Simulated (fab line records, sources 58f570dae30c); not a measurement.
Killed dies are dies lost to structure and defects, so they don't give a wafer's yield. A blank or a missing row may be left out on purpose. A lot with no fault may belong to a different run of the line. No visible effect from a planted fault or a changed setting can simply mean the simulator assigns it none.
Check of tool commonality || flow berkeley cmos170 || 42 wafers sampled across 14 lots

== WHAT PROMPTED THE OPENING ==
At UCB170_SDANNEAL_RS_MEAS_05 the reading NLDD_RS is flagged on 2 of 14 lots. No-fault wafers: 616.9 ohm/sq, standard deviation 1.3.
Rule: a lot is flagged in two cases, either no wafer of it has a number, or all its wafers with numbers fall more than 4 standard deviations from that mean. All remaining lots are regarded as sound.

{"lot": "L433", "measured": "day 8 22:39", "on": "film metro-02", "NLDD_RS (ohm/sq), wafer by wafer": "615.4 614.7 615.0", "flag": ""}
{"lot": "L431", "measured": "day 8 22:57", "on": "film metro-04", "NLDD_RS (ohm/sq), wafer by wafer": "613.7 616.6 615.4", "flag": ""}
{"lot": "L432", "measured": "day 8 23:20", "on": "film metro-02", "NLDD_RS (ohm/sq), wafer by wafer": "616.9 615.3 614.1", "flag": ""}
{"lot": "L434", "measured": "day 9 09:23", "on": "film metro-04", "NLDD_RS (ohm/sq), wafer by wafer": "613.7 616.4 615.6", "flag": ""}
{"lot": "L436", "measured": "day 9 09:46", "on": "film metro-02", "NLDD_RS (ohm/sq), wafer by wafer": "617.9 617.3 617.0", "flag": ""}
{"lot": "L435", "measured": "day 9 09:57", "on": "film metro-03", "NLDD_RS (ohm/sq), wafer by wafer": "616.1 617.1 616.7", "flag": ""}
{"lot": "L441", "measured": "day 10 07:35", "on": "film metro-03", "NLDD_RS (ohm/sq), wafer by wafer": "619.3 619.4 617.2", "flag": ""}
{"lot": "L439", "measured": "day 10 08:10", "on": "film metro-04", "NLDD_RS (ohm/sq), wafer by wafer": "618.0 620.5 619.5", "flag": ""}
{"lot": "L442", "measured": "day 10 10:44", "on": "film metro-04", "NLDD_RS (ohm/sq), wafer by wafer": "618.0 617.1 617.4", "flag": ""}
{"lot": "L443", "measured": "day 11 10:17", "on": "film metro-03", "NLDD_RS (ohm/sq), wafer by wafer": "616.9 617.5 617.4", "flag": ""}
{"lot": "L444", "measured": "day 11 10:44", "on": "film metro-04", "NLDD_RS (ohm/sq), wafer by wafer": "618.4 618.5 616.7", "flag": ""}
{"lot": "L445", "measured": "day 11 16:38", "on": "film metro-04", "NLDD_RS (ohm/sq), wafer by wafer": "642.9 642.5 641.5", "flag": "FLAGGED"}
{"lot": "L448", "measured": "day 12 02:16", "on": "film metro-04", "NLDD_RS (ohm/sq), wafer by wafer": "618.2 616.0 614.6", "flag": ""}
{"lot": "L447", "measured": "day 12 03:20", "on": "film metro-02", "NLDD_RS (ohm/sq), wafer by wafer": "643.6 644.0 644.0", "flag": "FLAGGED"}
Average over the flagged lots: 643.1 ohm/sq; offset from the usual +26.2 ohm/sq, equal to +20 standard deviations.

== LOT BY LOT: THE TOOL USED ==
The record holds 2 process steps before the reading, out of a route of 331 steps. Read each cell as the tool, then ch plus the chambers that the sampled wafers visited, then the start.
{"lot": "L433", "flag": "", "UCB170_NLDD_IMPLANT_09": "implanter-01 ch 0, day 8 11:59", "UCB170_NLDD_STRIP_10": "plasma asher-03 ch 0,1, day 8 12:08"}
{"lot": "L431", "flag": "", "UCB170_NLDD_IMPLANT_09": "implanter-03 ch 0, day 8 12:43", "UCB170_NLDD_STRIP_10": "plasma asher-03 ch 0,1, day 8 12:52"}
{"lot": "L432", "flag": "", "UCB170_NLDD_IMPLANT_09": "implanter-02 ch 0, day 8 11:26", "UCB170_NLDD_STRIP_10": "plasma asher-03 ch 0,1, day 8 11:35"}
{"lot": "L434", "flag": "", "UCB170_NLDD_IMPLANT_09": "implanter-03 ch 0, day 8 18:46", "UCB170_NLDD_STRIP_10": "plasma asher-04 ch 0,1, day 8 18:55"}
{"lot": "L436", "flag": "", "UCB170_NLDD_IMPLANT_09": "implanter-01 ch 0, day 9 01:52", "UCB170_NLDD_STRIP_10": "plasma asher-02 ch 0,1, day 9 02:01"}
{"lot": "L435", "flag": "", "UCB170_NLDD_IMPLANT_09": "implanter-01 ch 0, day 8 19:05", "UCB170_NLDD_STRIP_10": "plasma asher-04 ch 0,1, day 8 19:13"}
{"lot": "L441", "flag": "", "UCB170_NLDD_IMPLANT_09": "implanter-01 ch 0, day 9 20:47", "UCB170_NLDD_STRIP_10": "plasma asher-04 ch 0,1, day 9 20:54"}
{"lot": "L439", "flag": "", "UCB170_NLDD_IMPLANT_09": "implanter-02 ch 0, day 9 20:52", "UCB170_NLDD_STRIP_10": "plasma asher-02 ch 0,1, day 9 20:59"}
{"lot": "L442", "flag": "", "UCB170_NLDD_IMPLANT_09": "implanter-01 ch 0, day 9 23:32", "UCB170_NLDD_STRIP_10": "plasma asher-02 ch 0,1, day 9 23:41"}
{"lot": "L443", "flag": "", "UCB170_NLDD_IMPLANT_09": "implanter-01 ch 0, day 10 22:00", "UCB170_NLDD_STRIP_10": "plasma asher-04 ch 0,1, day 10 22:07"}
{"lot": "L444", "flag": "", "UCB170_NLDD_IMPLANT_09": "implanter-02 ch 0, day 10 21:43", "UCB170_NLDD_STRIP_10": "plasma asher-02 ch 0,1, day 10 21:51"}
{"lot": "L445", "flag": "FLAGGED", "UCB170_NLDD_IMPLANT_09": "implanter-01 ch 0, day 11 04:55", "UCB170_NLDD_STRIP_10": "plasma asher-02 ch 0,1, day 11 05:02"}
{"lot": "L448", "flag": "", "UCB170_NLDD_IMPLANT_09": "implanter-02 ch 0, day 11 11:32", "UCB170_NLDD_STRIP_10": "plasma asher-03 ch 0,1, day 11 11:41"}
{"lot": "L447", "flag": "FLAGGED", "UCB170_NLDD_IMPLANT_09": "implanter-01 ch 0, day 11 12:14", "UCB170_NLDD_STRIP_10": "plasma asher-04 ch 1, day 11 12:22"}
What is done by these steps:
- UCB170_NLDD_IMPLANT_09
- UCB170_NLDD_STRIP_10: strips in O2.
- UCB170_SDANNEAL_RS_MEAS_05: measures by four-point-probe.

== FLAGGED OVER TOTAL, TOOL BY TOOL (the gauges that took the reading come last) ==
{"step": "UCB170_NLDD_IMPLANT_09", "tool": "implanter-01", "lots run": 8, "flagged": 2, "share of the flagged lots": "all", "sound lots run after its first flagged lot": 0}
{"step": "UCB170_NLDD_IMPLANT_09", "tool": "implanter-02", "lots run": 4, "flagged": 0, "share of the flagged lots": "none", "sound lots run after its first flagged lot": "-"}
{"step": "UCB170_NLDD_IMPLANT_09", "tool": "implanter-03", "lots run": 2, "flagged": 0, "share of the flagged lots": "none", "sound lots run after its first flagged lot": "-"}
{"step": "UCB170_NLDD_STRIP_10", "tool": "plasma asher-02", "lots run": 5, "flagged": 1, "share of the flagged lots": "some", "sound lots run after its first flagged lot": 0}
{"step": "UCB170_NLDD_STRIP_10", "tool": "plasma asher-03", "lots run": 4, "flagged": 0, "share of the flagged lots": "none", "sound lots run after its first flagged lot": "-"}
{"step": "UCB170_NLDD_STRIP_10", "tool": "plasma asher-04", "lots run": 5, "flagged": 1, "share of the flagged lots": "some", "sound lots run after its first flagged lot": 0}
{"step": "UCB170_SDANNEAL_RS_MEAS_05", "tool": "film metro-02", "lots run": 4, "flagged": 1, "share of the flagged lots": "some", "sound lots run after its first flagged lot": 0}
{"step": "UCB170_SDANNEAL_RS_MEAS_05", "tool": "film metro-03", "lots run": 3, "flagged": 0, "share of the flagged lots": "none", "sound lots run after its first flagged lot": "-"}
{"step": "UCB170_SDANNEAL_RS_MEAS_05", "tool": "film metro-04", "lots run": 7, "flagged": 1, "share of the flagged lots": "some", "sound lots run after its first flagged lot": "1 (L448)"}

== WHAT THE TABLE PERMITS ==
All flagged lots share 1 row of the table, namely implanter-01 at UCB170_NLDD_IMPLANT_09.
- implanter-01 at UCB170_NLDD_IMPLANT_09 ran 8 lots, 2 of them flagged. Last sound lot L443 at day 10 22:00, first flagged lot L445 at day 11 04:55; a fault beginning in between fits. Its own readings (dose ions cm2, faraday current uA) fall more than 4 standard deviations out on all wafers of the flagged lots.
One tool is left: implanter-01 at UCB170_NLDD_IMPLANT_09.

== WHAT THE SIMULATOR HAD PUT IN ==
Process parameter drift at UCB170_NLDD_IMPLANT_09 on implanter-01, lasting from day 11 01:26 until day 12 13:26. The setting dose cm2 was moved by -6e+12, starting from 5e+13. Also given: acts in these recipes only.
Shown lots that were struck: L445, L447. The rule above reached the same finding.
